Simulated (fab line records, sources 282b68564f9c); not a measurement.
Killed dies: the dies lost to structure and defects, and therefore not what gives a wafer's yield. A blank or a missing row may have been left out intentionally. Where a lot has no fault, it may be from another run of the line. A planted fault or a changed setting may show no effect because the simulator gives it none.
Problem report in the 8D (eight disciplines) form, filled by code	flow rit-cmos	the parts of the form that need people (team, actions taken, sign-off) are left out

== 1. PROBLEM STATEMENT ==
killed-at-front-end at RIT_M1_PROBE_99 reads a mean of 19.0 on 1 wafer of 1 lot; wafers without a fault read 6.6 with a standard deviation of 2.7. That is +4.6 standard deviations from the usual mean.
First observed at day 5 13:44: wafer L857.5, on prober-01. The record holds 3 wafers of 1 lot with a number at this step. Rule for "out", or "out of limits": more than 4 standard deviations from the usual mean. All remaining wafers that have a number are taken as sound.

== 2. WHAT IT IS, AND WHAT IT ISN'T ==
question	is	is not
which readings at this step	killed-at-front-end, killed-dies	killed_at_M0_to_M3, killed-at-contacts, killed-open, killed-short
which lots	L857	-
which wafers of those lots	L857.5	L857.4, L857.6
read on which tools	prober-01	-
when	from day 5 13:44	up to then (1 sound wafer); but 1 sound wafer of L857 came after

== 3. THE SUSPECTS, EACH WITH WHAT RULES IT OUT ==
Counting: any tool at a process step up to the reading remains a suspect provided it ran every lot that is out. Sound lots after the first of them don't rule it out here, since some wafers of a struck lot are sound.
- pvd-sputter-04 at RIT_SILICIDE_SPUTTER_01 (material Ti, target thk 30 nm, time 240 s): kept. It ran the lot that is out, L857 (day 5 06:00).
- prober-01 at RIT_M1_PROBE_99: kept. It ran the lot that is out, L857 (day 5 13:41). On those wafers its own readings are out: killed-at-front-end, killed-dies.
Left after counting: pvd-sputter-04 at RIT_SILICIDE_SPUTTER_01, prober-01 at RIT_M1_PROBE_99.

== 4. THE CAUSE (what the simulator had put in) ==
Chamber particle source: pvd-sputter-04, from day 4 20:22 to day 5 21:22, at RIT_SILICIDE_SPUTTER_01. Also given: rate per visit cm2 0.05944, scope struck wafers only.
2 suspects survive the count, and this tool is in that group.

== 5. THE CHAIN OF EFFECTS, in route order ==
Rows list readings where the struck wafers' mean (over those with a number) sits beyond 3 standard deviations from the usual. Only readings whose record carries a usual standard deviation are examined. hours: median over the lots of the time between each lot's start at the first step of this table that gives one and its start at this step. sigmas: the change, counted in usual standard deviations.
hours	step	reading	usual	on struck wafers	change	sigmas
0	RIT_M1_PROBE_99	killed-at-front-end	6.6	19.0	+12.4	+4.6
0	RIT_M1_PROBE_99	killed-dies	6.6	19.0	+12.4	+4.6
The process steps in it:
- RIT_M1_PROBE_99

== 6. HOW IT WOULD HAVE BEEN CAUGHT EARLIER ==
17 hours passed between the start of the fault at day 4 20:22 and the first reading out of limits in this record, taken at day 5 13:44.
Tool readings at RIT_SILICIDE_SPUTTER_01 with a usual standard deviation given in the record: none out on any struck wafer, hence no alarm at a limit of 4 standard deviations on them.
Lots out: 1; all had begun RIT_SILICIDE_SPUTTER_01 on pvd-sputter-04 by day 5 13:44. None of them would have been spared by holding the tool at that moment.
